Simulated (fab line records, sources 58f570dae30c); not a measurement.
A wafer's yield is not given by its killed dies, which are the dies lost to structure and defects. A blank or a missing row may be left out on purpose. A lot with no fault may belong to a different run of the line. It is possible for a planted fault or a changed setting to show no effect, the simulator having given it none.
Which tool is to blame?    flow berkeley-cmos170    Sampling: 15 lots, 45 wafers, 3 of 331 route steps

## WHAT THE GAUGES SHOWED, per wafer
UCB170_ACTIVE_THK_MEAS_06. Usual: for ACTIVE_NITRIDE_THK the level is 220.1 nm and the standard deviation is 2.3.
lot   measured     on             ACTIVE_NITRIDE_THK (nm)  flag
L604  day 4 14:07  film-metro-03  215.1 212.7 214.3        
L605  day 4 17:14  film-metro-01  218.0 218.6 218.4        
L607  day 5 00:23  film-metro-04  222.0 221.6 224.4        
L608  day 5 15:04  film-metro-03  217.8 218.5 221.1        
L610  day 5 15:01  film-metro-03  218.7 219.7 220.1        
L611  day 6 09:18  film-metro-03  219.4 219.2 218.7        
L612  day 6 13:52  film-metro-04  218.3 219.0 219.1        
L613  day 6 13:51  film-metro-01  222.8 222.5 222.0        
L615  day 6 19:03  film-metro-01  219.5 220.2 220.9        
L624  day 8 13:58  film-metro-03  224.3 221.0 223.1        
L625  day 8 13:58  film-metro-04  219.7 221.0 220.2        
L626  day 8 14:01  film-metro-04  222.6 223.0 222.3        

## WHAT TOOL EACH LOT RAN ON (gives the tool, then ch and the chambers of the sampled wafers, and finally the start)
lot   UCB170_ZERO_ETCH_06                UCB170_NWELL_WET_ETCH_00
L604  rie-diel-03 ch 0,1,2, day 1 22:23  wet-bench-02 ch 3, day 2 02:13
L605  rie-diel-02 ch 0,2,3, day 2 05:14  wet-bench-01 ch 1, day 2 06:34
L607  rie-diel-03 ch 1,3, day 2 13:54    wet-bench-01 ch 2, day 2 14:01
L608  rie-diel-01 ch 0,1,3, day 2 21:30  wet-bench-02 ch 2, day 2 21:37
L610  rie-diel-01 ch 0,1,3, day 3 03:19  wet-bench-04 ch 3, day 3 03:32
L611  rie-diel-01 ch 0,2,3, day 3 13:54  wet-bench-02 ch 1, day 3 14:02
L612  rie-diel-02 ch 0,2, day 3 23:08    wet-bench-02 ch 1, day 3 23:16
L613  rie-diel-03 ch 0,1,3, day 3 23:26  wet-bench-01 ch 1, day 3 23:37
L615  rie-diel-01 ch 2,3, day 4 07:17    wet-bench-01 ch 2, day 4 07:25
L618  rie-diel-03 ch 0,1,3, day 5 00:38  wet-bench-01 ch 2, day 5 00:46
L619  rie-diel-02 ch 1,2,3, day 5 04:58  wet-bench-01 ch 2, day 5 05:05
L620  rie-diel-03 ch 0,1,3, day 5 11:02  wet-bench-02 ch 1, day 5 12:04
L624  rie-diel-01 ch 0,2,3, day 6 05:01  wet-bench-02 ch 3, day 6 06:40
L625  rie-diel-01 ch 0,1,3, day 6 11:40  wet-bench-04 ch 2, day 6 11:50
L626  rie-diel-01 ch 1,2, day 6 12:05    wet-bench-04 ch 0, day 6 12:12
- UCB170_ZERO_ETCH_06: etches SiO2 in CHF3/CF4/Ar, time 12 s.
- UCB170_NWELL_WET_ETCH_00: etches SiO2 in dHF, time 200 s.

## WHAT THE TOOLS THEMSELVES READ (means of the sampled wafers that have a number; where no wafer has one, the mark that the record gives instead)
UCB170_ZERO_ETCH_06. Usual: CHF3_flow_sccm 50.00 sccm, standard deviation 0.16; cf4-flow-sccm 10.000 sccm, standard deviation 0.029; drypump-motor-current-A 5.7 A, standard deviation 0.43; oes-product-au 0.615 a.u., standard deviation 0.011; throttle-valve-pct 9.24 %, standard deviation 0.12.
lot   tool         CHF3_flow_sccm (sccm)  cf4-flow-sccm (sccm)  drypump-motor-current-A (A)  oes-product-au (a.u.)  throttle-valve-pct (%)  flag
L604  rie-diel-03  49.87                  9.984                 5.4                          0.608                  9.23                    
L605  rie-diel-02  49.98                  10.013                5.9                          0.617                  9.30                    
L607  rie-diel-03  49.96                  9.982                 5.7                          0.611                  9.28                    
L608  rie-diel-01  50.08                  10.009                5.6                          0.621                  9.14                    
L610  rie-diel-01  50.07                  9.955                 5.6                          0.617                  9.14                    
L611  rie-diel-01  49.80                  10.031                5.7                          0.620                  9.25                    
L612  rie-diel-02  50.11                  9.951                 5.9                          0.622                  9.32                    
L613  rie-diel-03  49.91                  10.005                5.8                          0.611                  9.28                    
L615  rie-diel-01  50.09                  9.989                 6.0                          0.614                  9.21                    
L618  rie-diel-03  49.98                  10.015                5.7                          0.610                  9.28                    
L619  rie-diel-02  49.87                  9.992                 6.0                          0.612                  9.31                    
L620  rie-diel-03  50.08                  10.025                5.7                          0.605                  9.28                    
L624  rie-diel-01  49.91                  9.997                 5.7                          0.621                  9.25                    
L625  rie-diel-01  49.99                  10.042                5.6                          0.615                  9.14                    
L626  rie-diel-01  50.03                  10.014                6.1                          0.602                  9.17                    

UCB170_NWELL_WET_ETCH_00. Usual: bath-heat-duty-pct 6.4 %, standard deviation 0.78; run-length-s 227 s, standard deviation 3.3; temp-c 24.99 C, standard deviation 0.094.
lot   tool          bath-heat-duty-pct (%)  run-length-s (s)  temp-c (C)  flag
L604  wet-bench-02  7.3                     226               24.95       
L605  wet-bench-01  7.1                     224               25.04       
L607  wet-bench-01  6.7                     227               24.89       
L608  wet-bench-02  5.3                     233               24.97       
L610  wet-bench-04  7.5                     227               24.94       
L611  wet-bench-02  5.9                     226               24.91       
L612  wet-bench-02  5.8                     227               24.95       
L613  wet-bench-01  6.5                     231               24.98       
L615  wet-bench-01  6.0                     226               25.12       
L618  wet-bench-01  -                       -                 -           OFF
L619  wet-bench-01  -                       -                 -           OFF
L620  wet-bench-02  -                       -                 -           OFF
L624  wet-bench-02  6.4                     233               25.07       
L625  wet-bench-04  5.7                     225               24.95       
L626  wet-bench-04  7.4                     224               24.98       

## THE ANSWER, worked out from the rows above alone
Rule: a lot is off if the mean of its wafers that have a number lies more than 3 standard deviations from the usual mean. A lot without any number at a reading at which 4 lots or more have one is off too. All remaining lots with rows at the step are treated as sound. After the gauges, taken in route order, come the tools' own readings; for these a lot's mean is taken, as printed above. At the first step where some lot is off, the reading lying furthest off is the one used; lots without a number count as furthest.
Off at UCB170_NWELL_WET_ETCH_00 (bath-heat-duty-pct): L618, L619, L620. Without a number there: L618, L619, L620.
If a tool, at that step or one of the process steps before it, ran each lot that is off and ran no sound lot following the first of them, it fits. Of those tried, none fits.

## WHAT THE SIMULATOR HAD INSERTED
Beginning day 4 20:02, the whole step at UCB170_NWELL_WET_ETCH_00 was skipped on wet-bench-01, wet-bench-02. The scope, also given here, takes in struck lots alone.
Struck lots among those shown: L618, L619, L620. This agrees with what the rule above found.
